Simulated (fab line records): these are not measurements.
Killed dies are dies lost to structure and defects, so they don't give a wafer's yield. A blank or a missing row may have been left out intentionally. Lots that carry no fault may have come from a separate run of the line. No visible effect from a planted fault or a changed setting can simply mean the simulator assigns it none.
fab line records / flow ritCmos
record: lots: 13 wafers: 39 lastDay: 7
route steps=202 shown SILICIDE@162 M1@202
lots with no fault: from the same line, run without faults
startH: hours from the record's opening day to when the first of the lot's shown wafers began / waitH: how many hours have passed since the lot's step before this one / " identical to the entry in the row above / L1.1+2: a row that stands for several wafers / - either no value or no given start / * or withheld: withheld / < > ~ a bound
route shown NAME@n: NAME is a module with steps in the file, n the number in the route of the first one / usual: average and standard deviation across the fault-free wafers / same: alike in all rows / chamber/n: place in a boat / sites: each site's reading / _std_site: how widely they spread, as a standard deviation / _edge_site: mean of outer sites minus mean of inner sites / radiusMm: for every site, how far away it sits from the centre of the wafer / mask NAME#n: copy n / behind: the tool/chamber that last shaped the wafer / hold: why the lot went on hold/how many hours it stayed there/how the hold came to an end / device: which transistor (n, p or np) failed to switch / end of line: tests of these same wafers at the route's end / step lacking rows: just its recipe / killed: at the first sort, the dies lost to defects and structure; wafer yield is something else / map: dies across one wafer; x = killed, . = not, _ = none there
set.NAME: the setting as run; set.NAME@STEP: as run at that earlier step / model.NAME: the simulator's own value behind a step, which no gauge read
the route's steps for a sample of lots (tables are steps, rows are wafers)
services: a tool's chamber out of use, with start hour (startH, from the record's first day; less than 0 if before it), hours out, and reason
== steps ==
step: RIT_SILICIDE_SPUTTER_01
recipe: material: Ti targetThkNm: 30 powerW: 350 chamberPressurePa: 0.667 gas: Ar timeS: 240 substrateTempC: 25
usual: chamberPressurePa: 0.6670/0.0014 throttleValvePct: 29.6/1.2
lot.wafer=L748.4 tool=pvdSputter-04 chamber=- startH=50.16 waitH=0.0 chamberPressurePa=0.6664 throttleValvePct=28.7
lot.wafer=L748.5 tool=pvdSputter-04 chamber=- startH=50.16 waitH=0.0 chamberPressurePa=0.6662 throttleValvePct=28.3
lot.wafer=L748.6 tool=pvdSputter-04 chamber=- startH=50.16 waitH=0.0 chamberPressurePa=0.6694 throttleValvePct=29.1
lot.wafer=L749.2 tool=pvdSputter-01 chamber=- startH=56.36 waitH=0.0 chamberPressurePa=0.6681 throttleValvePct=27.9
lot.wafer=L749.5 tool=pvdSputter-01 chamber=- startH=56.36 waitH=0.0 chamberPressurePa=0.6656 throttleValvePct=29.2
lot.wafer=L749.6 tool=pvdSputter-01 chamber=- startH=56.36 waitH=0.0 chamberPressurePa=0.6666 throttleValvePct=30.2
lot.wafer=L750.2 tool=pvdSputter-04 chamber=- startH=60.48 waitH=0.0 chamberPressurePa=0.6674 throttleValvePct=28.8
lot.wafer=L750.4 tool=pvdSputter-04 chamber=- startH=60.48 waitH=0.0 chamberPressurePa=0.6677 throttleValvePct=31.3
lot.wafer=L750.5 tool=pvdSputter-04 chamber=- startH=60.48 waitH=0.0 chamberPressurePa=0.6677 throttleValvePct=29.2
lot.wafer=L752.1 tool=pvdSputter-04 chamber=- startH=71.32 waitH=0.0 chamberPressurePa=0.6683 throttleValvePct=28.5
lot.wafer=L752.4 tool=pvdSputter-04 chamber=- startH=71.32 waitH=0.0 chamberPressurePa=0.6680 throttleValvePct=27.3
lot.wafer=L752.6 tool=pvdSputter-04 chamber=- startH=71.32 waitH=0.0 chamberPressurePa=0.6655 throttleValvePct=29.0
lot.wafer=L753.1 tool=pvdSputter-01 chamber=- startH=79.85 waitH=0.0 chamberPressurePa=0.6671 throttleValvePct=28.1
lot.wafer=L753.4 tool=pvdSputter-01 chamber=- startH=79.85 waitH=0.0 chamberPressurePa=0.6691 throttleValvePct=28.0
lot.wafer=L753.6 tool=pvdSputter-01 chamber=- startH=79.85 waitH=0.0 chamberPressurePa=0.6678 throttleValvePct=29.3
lot.wafer=L754.3 tool=pvdSputter-03 chamber=- startH=83.47 waitH=0.0 chamberPressurePa=0.6649 throttleValvePct=31.8
lot.wafer=L754.5 tool=pvdSputter-03 chamber=- startH=83.47 waitH=0.0 chamberPressurePa=0.6627 throttleValvePct=31.4
lot.wafer=L754.6 tool=pvdSputter-03 chamber=- startH=83.47 waitH=0.0 chamberPressurePa=0.6677 throttleValvePct=29.9
lot.wafer=L755.2 tool=pvdSputter-04 chamber=- startH=87.00 waitH=0.0 chamberPressurePa=0.6676 throttleValvePct=28.9
lot.wafer=L755.3 tool=pvdSputter-04 chamber=- startH=87.00 waitH=0.0 chamberPressurePa=0.6683 throttleValvePct=30.9
lot.wafer=L755.4 tool=pvdSputter-04 chamber=- startH=87.00 waitH=0.0 chamberPressurePa=0.6682 throttleValvePct=27.9
lot.wafer=L756.1 tool=pvdSputter-03 chamber=- startH=95.18 waitH=0.0 chamberPressurePa=0.6679 throttleValvePct=31.3
lot.wafer=L756.3 tool=pvdSputter-03 chamber=- startH=95.18 waitH=0.0 chamberPressurePa=0.6685 throttleValvePct=30.0
lot.wafer=L756.4 tool=pvdSputter-03 chamber=- startH=95.18 waitH=0.0 chamberPressurePa=0.6669 throttleValvePct=31.1
lot.wafer=L757.1 tool=pvdSputter-01 chamber=- startH=96.52 waitH=0.0 chamberPressurePa=0.6653 throttleValvePct=30.4
lot.wafer=L757.2 tool=pvdSputter-01 chamber=- startH=96.52 waitH=0.0 chamberPressurePa=0.6677 throttleValvePct=28.3
lot.wafer=L757.6 tool=pvdSputter-01 chamber=- startH=96.52 waitH=0.0 chamberPressurePa=0.6900 throttleValvePct=29.0
lot.wafer=L763.1 tool=pvdSputter-03 chamber=- startH=129.30 waitH=0.0 chamberPressurePa=0.6660 throttleValvePct=30.0
lot.wafer=L763.2 tool=pvdSputter-03 chamber=- startH=129.30 waitH=0.0 chamberPressurePa=0.6644 throttleValvePct=31.1
lot.wafer=L763.5 tool=pvdSputter-03 chamber=- startH=129.30 waitH=0.0 chamberPressurePa=0.6676 throttleValvePct=30.0
lot.wafer=L764.1 tool=pvdSputter-04 chamber=- startH=137.78 waitH=0.0 chamberPressurePa=0.6696 throttleValvePct=27.6
lot.wafer=L764.3 tool=pvdSputter-04 chamber=- startH=137.78 waitH=0.0 chamberPressurePa=0.6691 throttleValvePct=28.8
lot.wafer=L764.6 tool=pvdSputter-04 chamber=- startH=137.78 waitH=0.0 chamberPressurePa=0.6659 throttleValvePct=31.2
lot.wafer=L766.2 tool=pvdSputter-04 chamber=- startH=143.76 waitH=0.0 chamberPressurePa=0.6687 throttleValvePct=28.9
lot.wafer=L766.4 tool=pvdSputter-04 chamber=- startH=143.76 waitH=0.0 chamberPressurePa=0.6678 throttleValvePct=27.7
lot.wafer=L766.5 tool=pvdSputter-04 chamber=- startH=143.76 waitH=0.0 chamberPressurePa=0.6652 throttleValvePct=28.2
lot.wafer=L770.1 tool=pvdSputter-04 chamber=- startH=164.61 waitH=0.0 chamberPressurePa=0.6659 throttleValvePct=31.1
lot.wafer=L770.2 tool=pvdSputter-04 chamber=- startH=164.61 waitH=0.0 chamberPressurePa=0.6657 throttleValvePct=28.3
lot.wafer=L770.5 tool=pvdSputter-04 chamber=- startH=164.61 waitH=0.0 chamberPressurePa=0.6683 throttleValvePct=28.4
step: RIT_SILICIDE_RS_MEAS_02
recipe: thkMeasGauge: four-point-probe reads: Ti_of_SILICIDE_SPUTTER_01
usual: SILICIDE_TI_RS: 47.9/0.69
lot.wafer=L748.4 tool=filmMetro-01 chamber=- startH=50.37 waitH=0.1 SILICIDE_TI_RS[ohm/sq]=48.0
lot.wafer=L748.5 tool=filmMetro-01 chamber=- startH=50.37 waitH=0.1 SILICIDE_TI_RS[ohm/sq]=47.9
lot.wafer=L748.6 tool=filmMetro-01 chamber=- startH=50.37 waitH=0.1 SILICIDE_TI_RS[ohm/sq]=48.9
lot.wafer=L749.2 tool=filmMetro-04 chamber=- startH=56.53 waitH=0.1 SILICIDE_TI_RS[ohm/sq]=47.9
lot.wafer=L749.5 tool=filmMetro-04 chamber=- startH=56.53 waitH=0.1 SILICIDE_TI_RS[ohm/sq]=47.9
lot.wafer=L749.6 tool=filmMetro-04 chamber=- startH=56.53 waitH=0.1 SILICIDE_TI_RS[ohm/sq]=48.1
lot.wafer=L750.2 tool=filmMetro-02 chamber=- startH=60.65 waitH=0.1 SILICIDE_TI_RS[ohm/sq]=48.4
lot.wafer=L750.4 tool=filmMetro-02 chamber=- startH=60.65 waitH=0.1 SILICIDE_TI_RS[ohm/sq]=48.3
lot.wafer=L750.5 tool=filmMetro-02 chamber=- startH=60.65 waitH=0.1 SILICIDE_TI_RS[ohm/sq]=48.9
lot.wafer=L752.1 tool=filmMetro-04 chamber=- startH=71.47 waitH=0.1 SILICIDE_TI_RS[ohm/sq]=47.7
lot.wafer=L752.4 tool=filmMetro-04 chamber=- startH=71.47 waitH=0.1 SILICIDE_TI_RS[ohm/sq]=47.6
lot.wafer=L752.6 tool=filmMetro-04 chamber=- startH=71.47 waitH=0.1 SILICIDE_TI_RS[ohm/sq]=48.9
lot.wafer=L753.1 tool=filmMetro-02 chamber=- startH=80.00 waitH=0.1 SILICIDE_TI_RS[ohm/sq]=48.2
lot.wafer=L753.4 tool=filmMetro-02 chamber=- startH=80.00 waitH=0.1 SILICIDE_TI_RS[ohm/sq]=47.9
lot.wafer=L753.6 tool=filmMetro-02 chamber=- startH=80.00 waitH=0.1 SILICIDE_TI_RS[ohm/sq]=48.3
lot.wafer=L754.3 tool=filmMetro-01 chamber=- startH=83.66 waitH=0.1 SILICIDE_TI_RS[ohm/sq]=47.2
lot.wafer=L754.5 tool=filmMetro-01 chamber=- startH=83.66 waitH=0.1 SILICIDE_TI_RS[ohm/sq]=47.5
lot.wafer=L754.6 tool=filmMetro-01 chamber=- startH=83.66 waitH=0.1 SILICIDE_TI_RS[ohm/sq]=47.3
lot.wafer=L755.2 tool=filmMetro-02 chamber=- startH=87.17 waitH=0.1 SILICIDE_TI_RS[ohm/sq]=48.0
lot.wafer=L755.3 tool=filmMetro-02 chamber=- startH=87.17 waitH=0.1 SILICIDE_TI_RS[ohm/sq]=47.2
lot.wafer=L755.4 tool=filmMetro-02 chamber=- startH=87.17 waitH=0.1 SILICIDE_TI_RS[ohm/sq]=46.8
lot.wafer=L756.1 tool=filmMetro-02 chamber=- startH=95.33 waitH=0.1 SILICIDE_TI_RS[ohm/sq]=47.1
lot.wafer=L756.3 tool=filmMetro-02 chamber=- startH=95.33 waitH=0.1 SILICIDE_TI_RS[ohm/sq]=47.1
lot.wafer=L756.4 tool=filmMetro-02 chamber=- startH=95.33 waitH=0.1 SILICIDE_TI_RS[ohm/sq]=46.8
lot.wafer=L757.1 tool=filmMetro-04 chamber=- startH=96.67 waitH=0.1 SILICIDE_TI_RS[ohm/sq]=49.6
lot.wafer=L757.2 tool=filmMetro-04 chamber=- startH=96.67 waitH=0.1 SILICIDE_TI_RS[ohm/sq]=48.9
lot.wafer=L757.6 tool=filmMetro-04 chamber=- startH=96.67 waitH=0.1 SILICIDE_TI_RS[ohm/sq]=53.3
lot.wafer=L763.1 tool=filmMetro-02 chamber=- startH=129.45 waitH=0.1 SILICIDE_TI_RS[ohm/sq]=48.1
lot.wafer=L763.2 tool=filmMetro-02 chamber=- startH=129.45 waitH=0.1 SILICIDE_TI_RS[ohm/sq]=48.3
lot.wafer=L763.5 tool=filmMetro-02 chamber=- startH=129.45 waitH=0.1 SILICIDE_TI_RS[ohm/sq]=48.0
lot.wafer=L764.1 tool=filmMetro-01 chamber=- startH=137.93 waitH=0.1 SILICIDE_TI_RS[ohm/sq]=48.6
lot.wafer=L764.3 tool=filmMetro-01 chamber=- startH=137.93 waitH=0.1 SILICIDE_TI_RS[ohm/sq]=49.7
lot.wafer=L764.6 tool=filmMetro-01 chamber=- startH=137.93 waitH=0.1 SILICIDE_TI_RS[ohm/sq]=48.5
lot.wafer=L766.2 tool=filmMetro-01 chamber=- startH=143.93 waitH=0.1 SILICIDE_TI_RS[ohm/sq]=48.9
lot.wafer=L766.4 tool=filmMetro-01 chamber=- startH=143.93 waitH=0.1 SILICIDE_TI_RS[ohm/sq]=47.9
lot.wafer=L766.5 tool=filmMetro-01 chamber=- startH=143.93 waitH=0.1 SILICIDE_TI_RS[ohm/sq]=47.7
lot.wafer=L770.1 tool=filmMetro-02 chamber=- startH=164.76 waitH=0.1 SILICIDE_TI_RS[ohm/sq]=47.0
lot.wafer=L770.2 tool=filmMetro-02 chamber=- startH=164.76 waitH=0.1 SILICIDE_TI_RS[ohm/sq]=47.3
lot.wafer=L770.5 tool=filmMetro-02 chamber=- startH=164.76 waitH=0.1 SILICIDE_TI_RS[ohm/sq]=46.9
step: RIT_M1_PROBE_99
usual: killed_at_M0_to_M3: 0.0/0.12 killedAtContacts: 0.1/0.24 killedAtFrontEnd: 7.1/3 killedDies: 7.2/3 killedOnRim: 1.9/1.4 killedOpen: 3.7/2 killedShort: 3.5/2
same: grossDies: 264 killed_at_M4_up: 0 killedAtBackSide: 0 killedAtOther: 0
lot.wafer=L763.2 tool=prober-02 chamber=- startH=138.74 waitH=0.1 killed_at_M0_to_M3=0 killedAtContacts=0 killedAtFrontEnd=6 killedDies=6 killedOnRim=0 killedOpen=5 killedShort=1
lot.wafer=L764.1 tool=prober-01 chamber=- startH=144.94 waitH=0.1 killed_at_M0_to_M3=0 killedAtContacts=0 killedAtFrontEnd=12 killedDies=12 killedOnRim=4 killedOpen=5 killedShort=7
lot.wafer=L764.3 tool=prober-01 chamber=- startH=145.04 waitH=0.2 killed_at_M0_to_M3=0 killedAtContacts=0 killedAtFrontEnd=9 killedDies=9 killedOnRim=1 killedOpen=5 killedShort=4
lot.wafer=L764.6 tool=prober-01 chamber=- startH=145.19 waitH=0.2 killed_at_M0_to_M3=0 killedAtContacts=0 killedAtFrontEnd=10 killedDies=10 killedOnRim=1 killedOpen=4 killedShort=6
killed by level:class
L763.2 REOX:geometricParticle:open=2 GATE:geometricParticle:open=1 REOX:geometricParticle:short=1 SPACER:geometricParticle:open=1 SILICIDE:geometricParticle:open=1
L764.1 FOX1:geometricParticle:short=2 FOX2:geometricParticle:short=2 SPACER:geometricParticle:open=2 FOX2:geometricParticle:open=1 GATE:geometricParticle:open=1 GATE:geometricParticle:short=1 REOX:geometricParticle:open=1 REOX:geometricParticle:short=1
L764.3 FOX2:geometricParticle:open=2 GATE:geometricParticle:open=2 GATE:geometricParticle:short=2 FOX1:geometricParticle:open=1 FOX1:geometricParticle:short=1 SPACER:geometricParticle:short=1
L764.6 GATE:geometricParticle:short=5 GATE:geometricParticle:open=3 SPACER:geometricParticle:open=1 SPACER:geometricParticle:short=1
== services ==
tool=pvdSputter-04 chamber=- startH=81.06 hours=2.9 kind=repair
tool=pvdSputter-01 chamber=- startH=152.01 hours=19.6 kind=repair
== key ==
firstSign: step: RIT_SILICIDE_SPUTTER_01 reading: chamberPressurePa direction: up sigmas: 16 usual: 0.6670 struck: 0.6900
effect: step: RIT_SILICIDE_RS_MEAS_02 reading: SILICIDE_TI_RS direction: up sigmas: 7.8 usual: 47.9 struck: 53.3
metAt RIT_SILICIDE_SPUTTER_01
struckLots L757
struckWafers L757.6
testerLeftOut L757
onsetBetween 79.85 96.52
fault: kind: processParameterDrift tool: pvdSputter-01 chamber: - onsetH: 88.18 steps: RIT_SILICIDE_SPUTTER_01 channel: chamberPressurePa offset: 0.024351 shape: step endH: 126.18 actsIn: theseRecipesOnly stated: 0.667 scope: struckWafersOnly
testerLeftOut: of these lots the tester's yield and bins aren't shown, on N5 and GAA mostly nor the transistor test; their killed dies are dies lost to structure and defects alone, not to doping, threshold or leakage, so they don't give the yield
